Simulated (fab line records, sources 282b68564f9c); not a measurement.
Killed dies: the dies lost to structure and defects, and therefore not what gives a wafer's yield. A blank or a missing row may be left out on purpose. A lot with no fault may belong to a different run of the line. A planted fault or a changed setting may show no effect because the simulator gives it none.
A lot that was struck, set against a sound lot    flow ritCmos    42 out of 202 route steps
Sound: these wafers, L418.1, L418.2, L418.6. Struck: wafer L438.1 (left out: L438.3, L438.4 of the same lot, which were not struck); the cause appears at the end.
Each step with rows lists, per side, the tool, then ch with its chambers, then its first start. Under that, the readings that differ: sound wafers    struck wafers    difference of the means    sigmas: that difference in standard deviations of wafers without a fault.
alike: same words and numbers on both sides, and readings whose means sit less than 2 such deviations apart. not compared: any withheld reading, any reading some wafer has no value for, any bound like >300 that may hide the same value, and any number with overlapping values for which the record gives no deviation.
A row with sigmas, a row that says differs or no value, or rows on one side alone: a step with any of these is where the two part. When numbers do not overlap yet have no deviation, they are printed without sigmas and do not part them. A reading missing from all wafers of one side parts the sides only when that side holds two or more wafers.

RIT_SDANNEAL_RTA_03: time 5 s.
  sound on rtpAnneal-02 ch 0, day 3 19:03; struck on rtpAnneal-02 ch 0, day 7 16:17
  alike: wafer_temp_C_max
RIT_SDANNEAL_RS_MEAS_04: measurement is done with a four-point probe.
  sound on filmMetro-02 at day 3 19:07; struck on filmMetro-02 at day 7 16:24
  alike: PSD_RS
RIT_SDANNEAL_RS_MEAS_05: measurement is done with a four-point probe.
  sound on filmMetro-02 at day 3 19:14; struck on filmMetro-02 at day 7 16:31
  alike: NSD_RS
RIT_SDANNEAL_RS_MEAS_06: measurement is done with a four-point probe.
  sound on filmMetro-02 at day 3 19:21; struck on filmMetro-02 at day 7 16:38
  alike: PLDD_RS
RIT_SDANNEAL_RS_MEAS_07: measurement is done with a four-point probe.
  sound on filmMetro-02 at day 3 19:28; struck on filmMetro-02 at day 7 16:46
  alike: NLDD_RS
then, 1 step without rows for these wafers: RIT_SILICIDE_WET_ETCH_00 (etches SiO2 in BOE, target depth 14 nm, time 15 s).
RIT_SILICIDE_SPUTTER_01: material Ti, target thk 30 nm, time 240 s.
  sound on pvdSputter-04 at day 3 19:36; struck on pvdSputter-01 at day 7 16:53
  alike: chamberPressurePa, throttleValvePct
RIT_SILICIDE_RS_MEAS_02: measurement is done with a four-point probe.
  sound on filmMetro-03 at day 3 19:46; struck on filmMetro-01 at day 7 17:02
reading                  sound           struck  difference  sigmas
SILICIDE_TI_RS (ohm/sq)  46.6 47.0 47.9  45.6    -1.6        -2
RIT_SILICIDE_THK_MEAS_03: measures by xrf.
  sound on filmMetro-03 at day 3 19:53; struck on filmMetro-01 at day 7 17:10
reading               sound           struck  difference  sigmas
SILICIDE_TI_THK (nm)  31.1 30.9 30.4  31.8    +1.0        +2
RIT_SILICIDE_RTA_04: time 10 s, ramp up 5 s, ramp down 5 s.
  sound on rtpAnneal-02 ch 0, day 3 19:57; struck on rtpAnneal-01 ch 0, day 7 17:13
  alike: wafer_temp_C_max
then, 1 step without rows for these wafers: RIT_SILICIDE_WET_ETCH_05 (etches Ti in SPM, time 120 s).
RIT_SILICIDE_RTA_06: time 10 s, ramp up 5 s, ramp down 10 s.
  sound on rtpAnneal-01 ch 0, day 3 20:06; struck on rtpAnneal-02 ch 0, day 7 17:20
reading           sound              struck  difference  sigmas
wafer_temp_C_max  753.9 752.3 754.5  752.0   -1.6        -2
RIT_CONTACT_CVD_00: deposits SiO2 from TEOS, target thk 400 nm, time 61 s.
  sound on pecvd-01 ch 0,2, day 3 20:10; struck on pecvd-02 ch 1, day 7 17:24
reading                                  sound              struck  difference  sigmas
rfFwdPowerW (W)                          396.0 399.8 395.1  446.5   +49.5       +35
model.SiO2_of_CONTACT_CVD_00.thkNm (nm)  397.9 397.5 409.5  410.8   +9.2        
  alike: heaterPowerW
  not compared: sinceWetCleanH
RIT_CONTACT_THK_MEAS_01:
  sound on filmMetro-02 at day 3 20:13; struck on filmMetro-02 at day 7 17:27
  alike: CONTACT_TEOS_THK
then, 6 steps without rows for these wafers: RIT_CONTACT_HMDS_02 (prime time 60 s); RIT_CONTACT_COAT_03 (resist thk 1000 nm); RIT_CONTACT_SOFTBAKE_04 (time 60 s); RIT_CONTACT_EXPOSE_05 (exposes mask M11, target cd 1000 nm); RIT_CONTACT_PEB_06; RIT_CONTACT_DEVELOP_07 (develop time 120 s).
RIT_CONTACT_CD_MEAS_08: target cd 1000 nm.
  sound on cdSem-02 at day 3 21:28; struck on cdSem-01 at day 7 18:36
reading    sound              struck  difference  sigmas
cdNm (nm)  995.1 996.8 994.7  1002.9  +7.4        +3
RIT_CONTACT_OVL_MEAS_09:
  sound on overlay-01 at day 3 21:35; struck on overlay-02 at day 7 18:43
reading           sound        struck  difference  sigmas
CONTACT_OVL (nm)  3.4 2.4 2.4  -0.1    -2.8        -3
then, 1 step without rows for these wafers: RIT_CONTACT_HARDBAKE_10 (time 60 s).
RIT_CONTACT_ETCH_11: etches SiO2 in CHF3/CF4/Ar, stops on TiSi2, target depth 480 nm, time 320 s.
  sound on rieDiel-01 ch 1,2, day 3 21:56; struck on rieDiel-02 ch 2, day 7 18:54
reading                            sound              struck  difference  sigmas
model.etch.depthNm (nm)            397.9 397.5 409.5  410.8   +9.2        
model.CONTACT.featureDepthNm (nm)  397.9 397.5 409.5  410.8   +9.2        
  alike: chamberPressureMTorr, drypumpMotorCurrentA, oesProductAu, throttleValvePct
  not compared: rfHoursCounterH
RIT_CONTACT_STRIP_12: strips in O2, time 172.5 s.
  sound on plasmaAsher-01 ch 0,1, day 3 22:08; struck on plasmaAsher-01 ch 0, day 7 19:06
  alike: chamberPressureMTorr, drypumpMotorCurrentA
  not compared: rfHoursCounterH
RIT_CONTACT_CD_MEAS_90: target cd 1000 nm.
  sound on cdSem-01 at day 3 22:18; struck on cdSem-02 at day 7 19:16
reading    sound              struck  difference  sigmas
cdNm (nm)  995.2 996.9 994.6  1002.2  +6.6        +3
then, 3 steps without rows for these wafers: RIT_CONTACT_CLEAN_13 (cleans in SC1, time 600 s); RIT_CONTACT_CLEAN_14 (cleans in SC2, time 600 s); RIT_M1_SPUTTER_00 (material Al, target thk 400 nm, time 500 s).
RIT_M1_RS_MEAS_01: measurement is done with a four-point probe.
  sound on filmMetro-04 at day 3 23:04; struck on filmMetro-03 at day 7 20:16
  alike: M1_AL_RS
RIT_M1_THK_MEAS_02: measures by xrf.
  sound on filmMetro-04 at day 3 23:11; struck on filmMetro-03 at day 7 20:23
  alike: M1_AL_THK
then, 6 steps without rows for these wafers: RIT_M1_HMDS_03 (prime time 60 s); RIT_M1_COAT_04 (resist thk 1300 nm); RIT_M1_SOFTBAKE_05 (time 60 s); RIT_M1_EXPOSE_06 (exposes mask M12, target cd 2600 nm); RIT_M1_PEB_07; RIT_M1_DEVELOP_08 (develop time 69.05 s).
RIT_M1_CD_MEAS_09: target cd 2600 nm.
  sound on cdSem-02 at day 4 00:15; struck on cdSem-01 at day 7 21:27
  alike: cdNm
RIT_M1_OVL_MEAS_10:
  sound on overlay-02 at day 4 00:22; struck on overlay-02 at day 7 21:34
  alike: M1_OVL
then, 1 step without rows for these wafers: RIT_M1_HARDBAKE_11 (time 120 s).
RIT_M1_METAL_ETCH_12: etches Al in Cl2/BCl3, stops on SiO2, time 165 s, target depth 600 nm.
  sound on rieMetal-02 ch 0,1, day 4 00:40; struck on rieMetal-02 ch 0, day 7 21:51
reading                                  sound            struck  difference  sigmas
model.SiO2_of_CONTACT_CVD_00.thkNm (nm)  362.3 361.4 374  374.3   +8.4        
  alike: chamberPressureMTorr, drypumpMotorCurrentA, oesProductAu, throttleValvePct
  not compared: rfHoursCounterH
then, 1 step without rows for these wafers: RIT_M1_STRIP_13 (strips in nmp, time 600 s).

## WHERE THEY PART
At RIT_SILICIDE_RS_MEAS_02 first; at RIT_CONTACT_CD_MEAS_90 last (within this record only). Later steps at which nothing parts them and some readings are alike: RIT_M1_RS_MEAS_01, RIT_M1_THK_MEAS_02, RIT_M1_CD_MEAS_09, RIT_M1_OVL_MEAS_10, RIT_M1_METAL_ETCH_12.

WHY: what had been put in by the simulator
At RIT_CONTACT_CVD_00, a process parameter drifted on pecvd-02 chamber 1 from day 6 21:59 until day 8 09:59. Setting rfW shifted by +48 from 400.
